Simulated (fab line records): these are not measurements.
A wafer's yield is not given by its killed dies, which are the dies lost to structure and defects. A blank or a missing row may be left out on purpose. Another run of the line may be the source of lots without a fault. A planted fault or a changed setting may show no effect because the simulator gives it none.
What tool caused it? || flow rit cmos || 39 wafers from 13 lots sampled at 6 of the route's 202 steps

WHAT THE GAUGES SHOWED, per wafer
RIT_FOX1_THK_MEAS_01. Usual: FOX1_OXIDE_THK typically reads 348 nm, with standard deviation 8.
{"lot": "L255", "measured": "day 1 17:13", "on": "film metro-04", "FOX1_OXIDE_THK (nm)": "357 356 356", "flag": ""}
{"lot": "L257", "measured": "day 2 03:03", "on": "film metro-02", "FOX1_OXIDE_THK (nm)": "339 342 344", "flag": ""}
{"lot": "L258", "measured": "day 2 08:33", "on": "film metro-02", "FOX1_OXIDE_THK (nm)": "341 342 348", "flag": ""}
{"lot": "L259", "measured": "day 2 12:59", "on": "film metro-04", "FOX1_OXIDE_THK (nm)": "348 354 354", "flag": ""}
{"lot": "L264", "measured": "day 3 14:01", "on": "film metro-04", "FOX1_OXIDE_THK (nm)": "357 361 351", "flag": ""}
{"lot": "L266", "measured": "day 4 01:23", "on": "film metro-03", "FOX1_OXIDE_THK (nm)": "351 348 346", "flag": ""}
{"lot": "L269", "measured": "day 4 14:59", "on": "film metro-03", "FOX1_OXIDE_THK (nm)": "349 351 349", "flag": ""}
{"lot": "L271", "measured": "day 5 01:35", "on": "film metro-02", "FOX1_OXIDE_THK (nm)": "337 338 335", "flag": ""}
{"lot": "L272", "measured": "day 5 06:05", "on": "film metro-04", "FOX1_OXIDE_THK (nm)": "353 349 353", "flag": ""}
{"lot": "L274", "measured": "day 5 16:14", "on": "film metro-04", "FOX1_OXIDE_THK (nm)": "354 349 357", "flag": ""}
{"lot": "L275", "measured": "day 5 21:53", "on": "film metro-03", "FOX1_OXIDE_THK (nm)": "331 332 334", "flag": ""}
{"lot": "L277", "measured": "day 6 06:52", "on": "film metro-04", "FOX1_OXIDE_THK (nm)": "349 352 355", "flag": ""}
{"lot": "L278", "measured": "day 6 12:26", "on": "film metro-02", "FOX1_OXIDE_THK (nm)": "340 345 341", "flag": ""}

RIT_NLDD_OVL_MEAS_06. Usual: NLDD_OVL typically reads -0.5 nm, with standard deviation 1.4.
{"lot": "L255", "measured": "day 2 18:04", "on": "overlay-02", "NLDD_OVL (nm)": "0.8 -0.4 -0.1", "flag": ""}
{"lot": "L257", "measured": "day 3 07:47", "on": "overlay-02", "NLDD_OVL (nm)": "-1.9 -2.6 -2.8", "flag": ""}
{"lot": "L258", "measured": "day 3 11:48", "on": "overlay-02", "NLDD_OVL (nm)": "-1.9 -1.6 -4.3", "flag": ""}
{"lot": "L259", "measured": "day 3 14:30", "on": "overlay-01", "NLDD_OVL (nm)": "- - -", "flag": "OFF"}
{"lot": "L264", "measured": "day 4 13:53", "on": "overlay-02", "NLDD_OVL (nm)": "-0.6 0.5 -2.2", "flag": ""}
{"lot": "L266", "measured": "day 5 01:17", "on": "overlay-01", "NLDD_OVL (nm)": "-0.4 -0.6 -0.6", "flag": ""}
{"lot": "L269", "measured": "day 5 14:53", "on": "overlay-01", "NLDD_OVL (nm)": "0.9 1.3 2.6", "flag": ""}
{"lot": "L271", "measured": "day 6 05:09", "on": "overlay-01", "NLDD_OVL (nm)": "-0.5 -1.1 -0.8", "flag": ""}
{"lot": "L272", "measured": "day 6 06:50", "on": "overlay-01", "NLDD_OVL (nm)": "-1.6 -0.5 0.1", "flag": ""}
{"lot": "L274", "measured": "day 6 17:23", "on": "overlay-02", "NLDD_OVL (nm)": "1.2 1.0 2.2", "flag": ""}
{"lot": "L275", "measured": "day 6 23:44", "on": "overlay-01", "NLDD_OVL (nm)": "-0.1 0.2 -2.0", "flag": ""}
{"lot": "L277", "measured": "day 7 07:31", "on": "overlay-01", "NLDD_OVL (nm)": "1.9 -1.1 -2.2", "flag": ""}
{"lot": "L278", "measured": "day 7 11:53", "on": "overlay-02", "NLDD_OVL (nm)": "0.3 0.5 1.2", "flag": ""}

RIT_NLDD_TW_MEAS_10. Usual: NLDD_TW typically reads 2484, with standard deviation 22.
{"lot": "L255", "measured": "day 2 18:35", "on": "film metro-02", "NLDD_TW": "2476 2481 2467", "flag": ""}
{"lot": "L257", "measured": "day 3 08:17", "on": "film metro-03", "NLDD_TW": "2470 2463 2472", "flag": ""}
{"lot": "L258", "measured": "day 3 12:19", "on": "film metro-03", "NLDD_TW": "2461 2452 2464", "flag": ""}
{"lot": "L259", "measured": "day 3 15:01", "on": "film metro-03", "NLDD_TW": "30 30 30", "flag": "OFF"}
{"lot": "L264", "measured": "day 4 14:25", "on": "film metro-03", "NLDD_TW": "2478 2486 2471", "flag": ""}
{"lot": "L266", "measured": "day 5 01:49", "on": "film metro-03", "NLDD_TW": "2462 2475 2467", "flag": ""}
{"lot": "L269", "measured": "day 5 15:25", "on": "film metro-02", "NLDD_TW": "2461 2457 2483", "flag": ""}
{"lot": "L271", "measured": "day 6 05:43", "on": "film metro-01", "NLDD_TW": "2503 2502 2499", "flag": ""}
{"lot": "L272", "measured": "day 6 07:20", "on": "film metro-01", "NLDD_TW": "2513 2504 2503", "flag": ""}
{"lot": "L274", "measured": "day 6 17:53", "on": "film metro-02", "NLDD_TW": "2492 2483 2483", "flag": ""}
{"lot": "L275", "measured": "day 7 00:27", "on": "film metro-01", "NLDD_TW": "2515 2513 2519", "flag": ""}
{"lot": "L277", "measured": "day 7 08:02", "on": "film metro-01", "NLDD_TW": "2515 2512 2515", "flag": ""}
{"lot": "L278", "measured": "day 7 12:25", "on": "film metro-03", "NLDD_TW": "2460 2448 2454", "flag": ""}

RIT_PLDD_TW_MEAS_10. Usual: PLDD_TW typically reads 2336, with standard deviation 15.
{"lot": "L255", "measured": "day 2 20:05", "on": "film metro-02", "PLDD_TW": "2335 2335 2346", "flag": ""}
{"lot": "L257", "measured": "day 3 09:43", "on": "film metro-03", "PLDD_TW": "2336 2335 2322", "flag": ""}
{"lot": "L258", "measured": "day 3 14:01", "on": "film metro-03", "PLDD_TW": "2322 2323 2324", "flag": ""}
{"lot": "L259", "measured": "day 3 16:26", "on": "film metro-03", "PLDD_TW": "2841 2845 2838", "flag": "OFF"}
{"lot": "L264", "measured": "day 4 16:07", "on": "film metro-03", "PLDD_TW": "2328 2320 2332", "flag": ""}
{"lot": "L266", "measured": "day 5 03:20", "on": "film metro-02", "PLDD_TW": "2315 2319 2314", "flag": ""}
{"lot": "L269", "measured": "day 5 16:50", "on": "film metro-02", "PLDD_TW": "2328 2334 2336", "flag": ""}
{"lot": "L271", "measured": "day 6 07:16", "on": "film metro-02", "PLDD_TW": "2340 2328 2343", "flag": ""}
{"lot": "L272", "measured": "day 6 08:53", "on": "film metro-03", "PLDD_TW": "2326 2324 2328", "flag": ""}
{"lot": "L274", "measured": "day 6 19:19", "on": "film metro-02", "PLDD_TW": "2345 2351 2326", "flag": ""}
{"lot": "L275", "measured": "day 7 01:52", "on": "film metro-02", "PLDD_TW": "2336 2334 2350", "flag": ""}
{"lot": "L277", "measured": "day 7 09:35", "on": "film metro-02", "PLDD_TW": "2339 2351 2345", "flag": ""}
{"lot": "L278", "measured": "day 7 14:00", "on": "film metro-01", "PLDD_TW": "2372 2354 2346", "flag": ""}

RIT_SILICIDE_RS_MEAS_02: measures by four-point-probe. Usual: SILICIDE_TI_RS typically reads 47.8 ohm/sq, with standard deviation 0.67.
{"lot": "L255", "measured": "day 3 02:58", "on": "film metro-04", "SILICIDE_TI_RS (ohm/sq)": "46.1 47.0 47.1", "flag": ""}
{"lot": "L257", "measured": "day 3 16:22", "on": "film metro-04", "SILICIDE_TI_RS (ohm/sq)": "48.0 47.9 47.9", "flag": ""}
{"lot": "L258", "measured": "day 3 20:54", "on": "film metro-04", "SILICIDE_TI_RS (ohm/sq)": "48.9 48.4 48.9", "flag": ""}
{"lot": "L259", "measured": "day 3 22:55", "on": "film metro-04", "SILICIDE_TI_RS (ohm/sq)": "48.3 47.8 48.7", "flag": ""}
{"lot": "L264", "measured": "day 4 22:38", "on": "film metro-04", "SILICIDE_TI_RS (ohm/sq)": "46.4 47.5 46.4", "flag": ""}
{"lot": "L266", "measured": "day 5 10:04", "on": "film metro-01", "SILICIDE_TI_RS (ohm/sq)": "48.2 47.8 48.1", "flag": ""}
{"lot": "L269", "measured": "day 5 23:20", "on": "film metro-01", "SILICIDE_TI_RS (ohm/sq)": "48.4 48.7 48.4", "flag": ""}
{"lot": "L271", "measured": "day 6 14:28", "on": "film metro-04", "SILICIDE_TI_RS (ohm/sq)": "47.8 47.5 47.3", "flag": ""}
{"lot": "L272", "measured": "day 6 15:46", "on": "film metro-04", "SILICIDE_TI_RS (ohm/sq)": "48.1 47.3 47.2", "flag": ""}
{"lot": "L274", "measured": "day 7 02:17", "on": "film metro-01", "SILICIDE_TI_RS (ohm/sq)": "47.6 48.1 48.6", "flag": ""}
{"lot": "L275", "measured": "day 7 08:42", "on": "film metro-04", "SILICIDE_TI_RS (ohm/sq)": "47.5 48.1 48.3", "flag": ""}
{"lot": "L277", "measured": "day 7 16:35", "on": "film metro-01", "SILICIDE_TI_RS (ohm/sq)": "49.3 49.3 49.0", "flag": ""}
{"lot": "L278", "measured": "day 7 20:40", "on": "film metro-04", "SILICIDE_TI_RS (ohm/sq)": "47.2 47.7 47.7", "flag": ""}

TOOL THAT RAN EACH LOT (tool first, then ch and the chambers of the sampled wafers, then the start)
{"lot": "L255", "RIT_NLDD_EXPOSE_03": "iline stepper-02 ch 0, day 2 17:42"}
{"lot": "L257", "RIT_NLDD_EXPOSE_03": "iline stepper-01 ch 0, day 3 07:24"}
{"lot": "L258", "RIT_NLDD_EXPOSE_03": "iline stepper-02 ch 0, day 3 11:25"}
{"lot": "L259", "RIT_NLDD_EXPOSE_03": "iline stepper-02 ch 0, day 3 14:01"}
{"lot": "L264", "RIT_NLDD_EXPOSE_03": "iline stepper-01 ch 0, day 4 13:31"}
{"lot": "L266", "RIT_NLDD_EXPOSE_03": "iline stepper-02 ch 0, day 5 00:55"}
{"lot": "L269", "RIT_NLDD_EXPOSE_03": "iline stepper-02 ch 0, day 5 14:31"}
{"lot": "L271", "RIT_NLDD_EXPOSE_03": "iline stepper-01 ch 0, day 6 04:46"}
{"lot": "L272", "RIT_NLDD_EXPOSE_03": "iline stepper-01 ch 0, day 6 06:26"}
{"lot": "L274", "RIT_NLDD_EXPOSE_03": "iline stepper-02 ch 0, day 6 16:59"}
{"lot": "L275", "RIT_NLDD_EXPOSE_03": "iline stepper-02 ch 0, day 6 23:20"}
{"lot": "L277", "RIT_NLDD_EXPOSE_03": "iline stepper-01 ch 0, day 7 07:04"}
{"lot": "L278", "RIT_NLDD_EXPOSE_03": "iline stepper-01 ch 0, day 7 11:29"}
- RIT_NLDD_EXPOSE_03: exposes mask M7, target cd 40700 nm.

AS READ BY THE TOOLS THEMSELVES (means over the sampled wafers that have a number; for cases with no such wafer, the mark the record gives instead)
The record holds no such reading with a usual standard deviation.

THE ANSWER, worked out from the rows above alone
Rule: a lot is off if the mean of its wafers that have a number lies more than 3 standard deviations from the usual mean. A lot without any number at a reading at which 4 lots or more have one is off too. All remaining lots with rows at the step are treated as sound. First the gauges in route order, then the tools' own readings, where a lot's mean is used as printed above. The first step at which some lot is off is used, and at that step the reading that is off furthest; a lot without a number counts as furthest.
Off: L259, at RIT_NLDD_OVL_MEAS_06 (NLDD_OVL). Without a number there: L259.
A tool fits if, at a process step before that reading, it ran every lot that is off, and no sound lot after the first of them. The gauges at RIT_NLDD_OVL_MEAS_06 aren't tried: what is off there is off at RIT_NLDD_TW_MEAS_10 too, on other tools, and a gauge's error can't cause that. Not one of the candidates tried fits.

WHAT HAD BEEN PUT IN BY THE SIMULATOR
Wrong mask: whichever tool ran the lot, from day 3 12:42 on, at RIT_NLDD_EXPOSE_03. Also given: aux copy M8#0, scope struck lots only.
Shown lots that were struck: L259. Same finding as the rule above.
